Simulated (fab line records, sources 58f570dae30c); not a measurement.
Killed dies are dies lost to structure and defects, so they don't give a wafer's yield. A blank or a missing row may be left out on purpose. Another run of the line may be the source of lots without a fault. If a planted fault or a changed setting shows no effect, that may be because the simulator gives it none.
The tool behind it: which one? || flow berkeleyCmos170 || 14 lots with 42 wafers sampled at 5 steps, on a route of 331 steps

WHAT THE GAUGES SHOWED, per wafer
UCB170_NVT_TW_MEAS_09. Usual: NVT_TW gives 518 (standard deviation 4).
{"lot": "L569", "measured": "day 5 13:04", "on": "filmMetro-02", "NVT_TW": "520 516 521", "flag": ""}
{"lot": "L568", "measured": "day 5 13:25", "on": "filmMetro-01", "NVT_TW": "516 516 514", "flag": ""}
{"lot": "L570", "measured": "day 5 13:59", "on": "filmMetro-04", "NVT_TW": "527 529 530", "flag": ""}
{"lot": "L571", "measured": "day 6 04:30", "on": "filmMetro-02", "NVT_TW": "517 519 517", "flag": ""}
{"lot": "L573", "measured": "day 6 10:55", "on": "filmMetro-01", "NVT_TW": "518 516 517", "flag": ""}
{"lot": "L577", "measured": "day 7 08:17", "on": "filmMetro-01", "NVT_TW": "513 517 516", "flag": ""}
{"lot": "L578", "measured": "day 7 13:58", "on": "filmMetro-02", "NVT_TW": "544 545 541", "flag": "OFF"}
{"lot": "L580", "measured": "day 7 18:32", "on": "filmMetro-01", "NVT_TW": "516 514 516", "flag": ""}
{"lot": "L582", "measured": "day 8 07:16", "on": "filmMetro-04", "NVT_TW": "552 551 549", "flag": "OFF"}
{"lot": "L585", "measured": "day 8 10:19", "on": "filmMetro-04", "NVT_TW": "528 527 523", "flag": ""}
{"lot": "L586", "measured": "day 9 00:36", "on": "filmMetro-02", "NVT_TW": "518 519 514", "flag": ""}
{"lot": "L588", "measured": "day 9 12:26", "on": "filmMetro-02", "NVT_TW": "517 518 518", "flag": ""}
{"lot": "L589", "measured": "day 9 21:38", "on": "filmMetro-02", "NVT_TW": "519 518 521", "flag": ""}
{"lot": "L590", "measured": "day 9 22:11", "on": "filmMetro-02", "NVT_TW": "518 518 517", "flag": ""}

UCB170_M2_OVL_MEAS_16. Usual: M2_OVL gives 4 nm (standard deviation 5.1).
{"lot": "L569", "measured": "day 7 09:35", "on": "overlay-02", "M2_OVL (nm)": "6 -1 -3", "flag": ""}
{"lot": "L568", "measured": "day 7 13:38", "on": "overlay-02", "M2_OVL (nm)": "1 5 7", "flag": ""}
{"lot": "L570", "measured": "day 7 14:10", "on": "overlay-01", "M2_OVL (nm)": "8 8 3", "flag": ""}
{"lot": "L571", "measured": "day 8 00:55", "on": "overlay-02", "M2_OVL (nm)": "2 1 2", "flag": ""}
{"lot": "L573", "measured": "day 8 11:10", "on": "overlay-01", "M2_OVL (nm)": "3 8 0", "flag": ""}
{"lot": "L577", "measured": "day 9 08:57", "on": "overlay-02", "M2_OVL (nm)": "8 8 -2", "flag": ""}
{"lot": "L578", "measured": "day 9 11:42", "on": "overlay-01", "M2_OVL (nm)": "1 6 11", "flag": ""}
{"lot": "L580", "measured": "day 9 20:43", "on": "overlay-01", "M2_OVL (nm)": "0 -2 9", "flag": ""}
{"lot": "L582", "measured": "day 10 07:02", "on": "overlay-02", "M2_OVL (nm)": "9 3 5", "flag": ""}
{"lot": "L585", "measured": "day 10 12:25", "on": "overlay-01", "M2_OVL (nm)": "-4 0 -6", "flag": ""}
{"lot": "L586", "measured": "day 10 23:11", "on": "overlay-01", "M2_OVL (nm)": "-4 -4 4", "flag": ""}
{"lot": "L588", "measured": "day 11 12:10", "on": "overlay-01", "M2_OVL (nm)": "-7 5 0", "flag": ""}
{"lot": "L589", "measured": "day 11 22:35", "on": "overlay-01", "M2_OVL (nm)": "8 10 13", "flag": ""}
{"lot": "L590", "measured": "day 11 23:00", "on": "overlay-01", "M2_OVL (nm)": "13 8 8", "flag": ""}

UCB170_M3_CD_MEAS_15: target cd 700 nm. Usual: 699.8 nm for cdNm, sd 1.4.
{"lot": "L569", "measured": "day 7 15:17", "on": "cdSem-01", "cdNm (nm)": "701.6 700.2 702.4", "flag": ""}
{"lot": "L568", "measured": "day 7 18:49", "on": "cdSem-02", "cdNm (nm)": "700.9 701.4 699.2", "flag": ""}
{"lot": "L570", "measured": "day 7 19:27", "on": "cdSem-02", "cdNm (nm)": "699.6 699.2 699.6", "flag": ""}
{"lot": "L571", "measured": "day 8 05:35", "on": "cdSem-02", "cdNm (nm)": "699.2 700.4 700.1", "flag": ""}
{"lot": "L573", "measured": "day 8 16:21", "on": "cdSem-02", "cdNm (nm)": "700.7 700.9 700.1", "flag": ""}
{"lot": "L577", "measured": "day 9 15:46", "on": "cdSem-02", "cdNm (nm)": "698.7 698.9 698.0", "flag": ""}
{"lot": "L578", "measured": "day 9 18:42", "on": "cdSem-02", "cdNm (nm)": "699.9 699.7 699.0", "flag": ""}
{"lot": "L580", "measured": "day 10 02:13", "on": "cdSem-02", "cdNm (nm)": "700.9 701.8 703.5", "flag": ""}
{"lot": "L582", "measured": "day 10 13:10", "on": "cdSem-02", "cdNm (nm)": "697.4 698.9 698.4", "flag": ""}
{"lot": "L585", "measured": "day 10 17:11", "on": "cdSem-01", "cdNm (nm)": "699.5 699.1 699.1", "flag": ""}
{"lot": "L586", "measured": "day 11 04:46", "on": "cdSem-02", "cdNm (nm)": "701.8 700.7 701.3", "flag": ""}
{"lot": "L588", "measured": "day 11 16:59", "on": "cdSem-02", "cdNm (nm)": "698.4 700.0 699.0", "flag": ""}
{"lot": "L589", "measured": "day 12 04:25", "on": "cdSem-01", "cdNm (nm)": "698.0 698.6 697.3", "flag": ""}
{"lot": "L590", "measured": "day 12 05:37", "on": "cdSem-02", "cdNm (nm)": "701.2 700.6 701.1", "flag": ""}

TOOL THAT RAN EACH LOT (tool first, then ch and the chambers of the sampled wafers, then the start)
{"lot": "L569", "UCB170_NVT_IMPLANT_07": "implanter-04 ch 0, day 5 12:49", "UCB170_M1_ETCH_11": "rieDiel-04 ch 0,2,3, day 7 01:31"}
{"lot": "L568", "UCB170_NVT_IMPLANT_07": "implanter-04 ch 0, day 5 13:11", "UCB170_M1_ETCH_11": "rieDiel-01 ch 2,3, day 7 02:39"}
{"lot": "L570", "UCB170_NVT_IMPLANT_07": "implanter-03 ch 0, day 5 13:46", "UCB170_M1_ETCH_11": "rieDiel-03 ch 2,3, day 7 03:55"}
{"lot": "L571", "UCB170_NVT_IMPLANT_07": "implanter-03 ch 0, day 6 04:15", "UCB170_M1_ETCH_11": "rieDiel-01 ch 0,1, day 7 15:32"}
{"lot": "L573", "UCB170_NVT_IMPLANT_07": "implanter-04 ch 0, day 6 10:41", "UCB170_M1_ETCH_11": "rieDiel-01 ch 0,2,3, day 8 00:17"}
{"lot": "L577", "UCB170_NVT_IMPLANT_07": "implanter-03 ch 0, day 7 08:03", "UCB170_M1_ETCH_11": "rieDiel-03 ch 1,2,3, day 8 22:19"}
{"lot": "L578", "UCB170_NVT_IMPLANT_07": "implanter-04 ch 0, day 7 13:44", "UCB170_M1_ETCH_11": "rieDiel-01 ch 2,3, day 8 23:30"}
{"lot": "L580", "UCB170_NVT_IMPLANT_07": "implanter-03 ch 0, day 7 18:18", "UCB170_M1_ETCH_11": "rieDiel-03 ch 1,2, day 9 09:29"}
{"lot": "L582", "UCB170_NVT_IMPLANT_07": "implanter-04 ch 0, day 8 07:02", "UCB170_M1_ETCH_11": "rieDiel-04 ch 2,3, day 9 21:26"}
{"lot": "L585", "UCB170_NVT_IMPLANT_07": "implanter-03 ch 0, day 8 10:04", "UCB170_M1_ETCH_11": "rieDiel-04 ch 1,2,3, day 10 03:02"}
{"lot": "L586", "UCB170_NVT_IMPLANT_07": "implanter-03 ch 0, day 9 00:21", "UCB170_M1_ETCH_11": "rieDiel-03 ch 0,2, day 10 13:45"}
{"lot": "L588", "UCB170_NVT_IMPLANT_07": "implanter-03 ch 0, day 9 12:11", "UCB170_M1_ETCH_11": "rieDiel-04 ch 0,2,3, day 11 02:10"}
{"lot": "L589", "UCB170_NVT_IMPLANT_07": "implanter-03 ch 0, day 9 21:23", "UCB170_M1_ETCH_11": "rieDiel-01 ch 1,3, day 11 13:34"}
{"lot": "L590", "UCB170_NVT_IMPLANT_07": "implanter-03 ch 0, day 9 21:56", "UCB170_M1_ETCH_11": "rieDiel-04 ch 1,2, day 11 13:52"}
- UCB170_NVT_IMPLANT_07
- UCB170_M1_ETCH_11: etches BARC in N2/H2.

AS READ BY THE TOOLS THEMSELVES (means over the sampled wafers that have a number; for cases with no such wafer, the mark the record gives instead)
UCB170_NVT_IMPLANT_07. Usual: beamEnergyKeV 50.001, standard deviation 0.016; endStationPressureTorr 5.01e-06 Torr, standard deviation 2.7e-07; tiltDeg 7.000 degrees, standard deviation 0.018.
{"lot": "L569", "tool": "implanter-04", "beamEnergyKeV": 50.006, "endStationPressureTorr (Torr)": 5.26e-06, "tiltDeg (degrees)": 6.988, "flag": ""}
{"lot": "L568", "tool": "implanter-04", "beamEnergyKeV": 50.007, "endStationPressureTorr (Torr)": 4.95e-06, "tiltDeg (degrees)": 7.004, "flag": ""}
{"lot": "L570", "tool": "implanter-03", "beamEnergyKeV": 49.983, "endStationPressureTorr (Torr)": 4.99e-06, "tiltDeg (degrees)": 6.994, "flag": ""}
{"lot": "L571", "tool": "implanter-03", "beamEnergyKeV": 50.003, "endStationPressureTorr (Torr)": 5.25e-06, "tiltDeg (degrees)": 6.991, "flag": ""}
{"lot": "L573", "tool": "implanter-04", "beamEnergyKeV": 50.007, "endStationPressureTorr (Torr)": 5.08e-06, "tiltDeg (degrees)": 6.998, "flag": ""}
{"lot": "L577", "tool": "implanter-03", "beamEnergyKeV": 50.022, "endStationPressureTorr (Torr)": 4.93e-06, "tiltDeg (degrees)": 7.003, "flag": ""}
{"lot": "L578", "tool": "implanter-04", "beamEnergyKeV": 60.997, "endStationPressureTorr (Torr)": 4.87e-06, "tiltDeg (degrees)": 7.017, "flag": "OFF"}
{"lot": "L580", "tool": "implanter-03", "beamEnergyKeV": 49.971, "endStationPressureTorr (Torr)": 4.94e-06, "tiltDeg (degrees)": 7.006, "flag": ""}
{"lot": "L582", "tool": "implanter-04", "beamEnergyKeV": 60.998, "endStationPressureTorr (Torr)": 4.76e-06, "tiltDeg (degrees)": 7.022, "flag": "OFF"}
{"lot": "L585", "tool": "implanter-03", "beamEnergyKeV": 50.008, "endStationPressureTorr (Torr)": 5.12e-06, "tiltDeg (degrees)": 7.016, "flag": ""}
{"lot": "L586", "tool": "implanter-03", "beamEnergyKeV": 50.005, "endStationPressureTorr (Torr)": 4.99e-06, "tiltDeg (degrees)": 7.002, "flag": ""}
{"lot": "L588", "tool": "implanter-03", "beamEnergyKeV": 50.017, "endStationPressureTorr (Torr)": 4.93e-06, "tiltDeg (degrees)": 6.986, "flag": ""}
{"lot": "L589", "tool": "implanter-03", "beamEnergyKeV": 50.012, "endStationPressureTorr (Torr)": 4.94e-06, "tiltDeg (degrees)": 7.001, "flag": ""}
{"lot": "L590", "tool": "implanter-03", "beamEnergyKeV": 50.005, "endStationPressureTorr (Torr)": 5.03e-06, "tiltDeg (degrees)": 7.009, "flag": ""}

UCB170_M1_ETCH_11. Usual: drypumpMotorCurrentA 5.6 A, standard deviation 0.5; oesProductAu 0.99 a.u., standard deviation 0.036; throttleValvePct 13.25 %, standard deviation 0.2.
{"lot": "L569", "tool": "rieDiel-04", "drypumpMotorCurrentA (A)": 5.7, "oesProductAu (a.u.)": 1.00, "throttleValvePct (%)": 13.19, "flag": ""}
{"lot": "L568", "tool": "rieDiel-01", "drypumpMotorCurrentA (A)": 5.7, "oesProductAu (a.u.)": 0.94, "throttleValvePct (%)": 13.39, "flag": ""}
{"lot": "L570", "tool": "rieDiel-03", "drypumpMotorCurrentA (A)": 5.1, "oesProductAu (a.u.)": 1.04, "throttleValvePct (%)": 13.21, "flag": ""}
{"lot": "L571", "tool": "rieDiel-01", "drypumpMotorCurrentA (A)": 5.4, "oesProductAu (a.u.)": 0.99, "throttleValvePct (%)": 13.48, "flag": ""}
{"lot": "L573", "tool": "rieDiel-01", "drypumpMotorCurrentA (A)": 5.6, "oesProductAu (a.u.)": 0.96, "throttleValvePct (%)": 13.32, "flag": ""}
{"lot": "L577", "tool": "rieDiel-03", "drypumpMotorCurrentA (A)": 5.3, "oesProductAu (a.u.)": 1.03, "throttleValvePct (%)": 13.16, "flag": ""}
{"lot": "L578", "tool": "rieDiel-01", "drypumpMotorCurrentA (A)": 6.1, "oesProductAu (a.u.)": 0.97, "throttleValvePct (%)": 13.39, "flag": ""}
{"lot": "L580", "tool": "rieDiel-03", "drypumpMotorCurrentA (A)": 5.5, "oesProductAu (a.u.)": 1.04, "throttleValvePct (%)": 13.13, "flag": ""}
{"lot": "L582", "tool": "rieDiel-04", "drypumpMotorCurrentA (A)": 5.9, "oesProductAu (a.u.)": 0.99, "throttleValvePct (%)": 13.16, "flag": ""}
{"lot": "L585", "tool": "rieDiel-04", "drypumpMotorCurrentA (A)": 5.7, "oesProductAu (a.u.)": 0.98, "throttleValvePct (%)": 13.21, "flag": ""}
{"lot": "L586", "tool": "rieDiel-03", "drypumpMotorCurrentA (A)": 5.6, "oesProductAu (a.u.)": 1.01, "throttleValvePct (%)": 13.20, "flag": ""}
{"lot": "L588", "tool": "rieDiel-04", "drypumpMotorCurrentA (A)": 5.7, "oesProductAu (a.u.)": 1.00, "throttleValvePct (%)": 13.18, "flag": ""}
{"lot": "L589", "tool": "rieDiel-01", "drypumpMotorCurrentA (A)": 6.0, "oesProductAu (a.u.)": 1.00, "throttleValvePct (%)": 13.54, "flag": ""}
{"lot": "L590", "tool": "rieDiel-04", "drypumpMotorCurrentA (A)": 5.8, "oesProductAu (a.u.)": 1.00, "throttleValvePct (%)": 13.01, "flag": ""}

THE ANSWER, worked out from the rows above alone
Rule: a lot is off if the mean of its wafers that have a number lies more than 3 standard deviations from the usual mean. A lot without any number at a reading at which 4 lots or more have one is off too. Where the step has rows for the other lots, those lots are counted as sound. After the gauges, taken in route order, come the tools' own readings; for these a lot's mean is taken, as printed above. At the first step where some lot is off, the reading lying furthest off is the one used; lots without a number count as furthest.
Off: at UCB170_NVT_TW_MEAS_09 (NVT_TW), L578, L582.
A tool fits if, at a process step before that reading, it ran every lot that is off, and no sound lot after the first of them. The gauges at UCB170_NVT_TW_MEAS_09 aren't tried: what is off there is off at UCB170_NVT_IMPLANT_07 too, on other tools, and a gauge's error can't cause that. One fits: implanter-04 at UCB170_NVT_IMPLANT_07. A fault onset in the window from L573 (day 6 10:41, its last sound lot) to L578 (day 7 13:44, its first lot off) fits.
On the lots that are off, the tool's own readings at UCB170_NVT_IMPLANT_07 differ by more than 5 times the standard deviation of the sound lots' means, which bears it out; beamEnergyKeV reads 60.998 there versus 50.004 on the sound lots.

WHAT HAD BEEN PUT IN BY THE SIMULATOR
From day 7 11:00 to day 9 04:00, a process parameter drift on implanter-04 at UCB170_NVT_IMPLANT_07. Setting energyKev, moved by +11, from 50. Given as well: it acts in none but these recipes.
Lots struck among those shown: L578, L582. Same finding as the rule above.
